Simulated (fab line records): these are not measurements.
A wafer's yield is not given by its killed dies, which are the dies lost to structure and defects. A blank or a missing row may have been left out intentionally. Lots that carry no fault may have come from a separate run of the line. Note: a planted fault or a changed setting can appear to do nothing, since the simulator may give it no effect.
Which tool is to blame?    flow ritCmos    7 lots with 21 wafers sampled at 2 steps, on a route of 202 steps

WHAT EACH GAUGE READ, for each wafer
RIT_GATE_THK_MEAS_07.
lot   measured     on            GATE_OXIDE_THK (nm)
L498  day 2 20:17  filmMetro-01  2.94 2.97 3.09
L500  day 3 02:14  filmMetro-04  3.02 3.04 2.98
L502  day 3 16:25  filmMetro-04  2.88 2.96 2.92
L504  day 3 21:41  filmMetro-01  3.25 3.34 3.38 3.30 3.37 3.38
L513  day 5 22:49  filmMetro-02  2.92 2.96 2.99
L518  day 6 22:42  filmMetro-04  2.92 3.00 2.98
L520  day 7 09:32  filmMetro-01  3.01 2.97 2.99

WHAT TOOL EACH LOT RAN ON (gives the tool, then ch and the chambers of the sampled wafers, and finally the start)
lot   RIT_GATE_OXIDATION_05
L498  furnace-04 ch 0, day 2 17:01
L500  furnace-03 ch 0, day 3 00:52
L502  furnace-01 ch 0, day 3 13:49
L504  furnace-04 ch 0, day 3 20:22
L513  furnace-03 ch 0, day 5 20:10
L518  furnace-03 ch 0, day 6 21:18
L520  furnace-03 ch 0, day 7 07:35
- RIT_GATE_OXIDATION_05: target thk 3 nm, ox time 270 s.

THE ANSWER, worked out from the rows above alone
Rule: usual is defined by the lots themselves. Put in order of their means at a reading, lots are off if they are a third of the lots or fewer, leave a main group of 4 or more, and stand apart from it by a gap of 3 or more times the standard deviation of the main group's means; of several such gaps the widest counts. A main group whose means are all the same, to the digits that the tables above print for the reading, isn't used. A lot without any number at a reading at which 4 lots or more have one is off too. All remaining lots with rows at the step are treated as sound.
Off: L504, seen at RIT_GATE_THK_MEAS_07 (GATE_OXIDE_THK). The main group: mean 2.97 nm, standard deviation 0.031.
A tool fits if, at a process step before that reading, it ran every lot that is off, and no sound lot after the first of them. Gauges at RIT_GATE_THK_MEAS_07: tried the same way as those tools. One fits: furnace-04 at RIT_GATE_OXIDATION_05. A fault onset in the window from L498 (day 2 17:01, its last sound lot) to L504 (day 3 20:22, its first lot off) fits.

WHAT THE SIMULATOR HAD PUT IN
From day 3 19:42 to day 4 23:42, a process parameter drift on furnace-04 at RIT_GATE_OXIDATION_05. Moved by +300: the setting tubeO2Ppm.
Shown lots that were struck: L504. Same finding as the rule above.
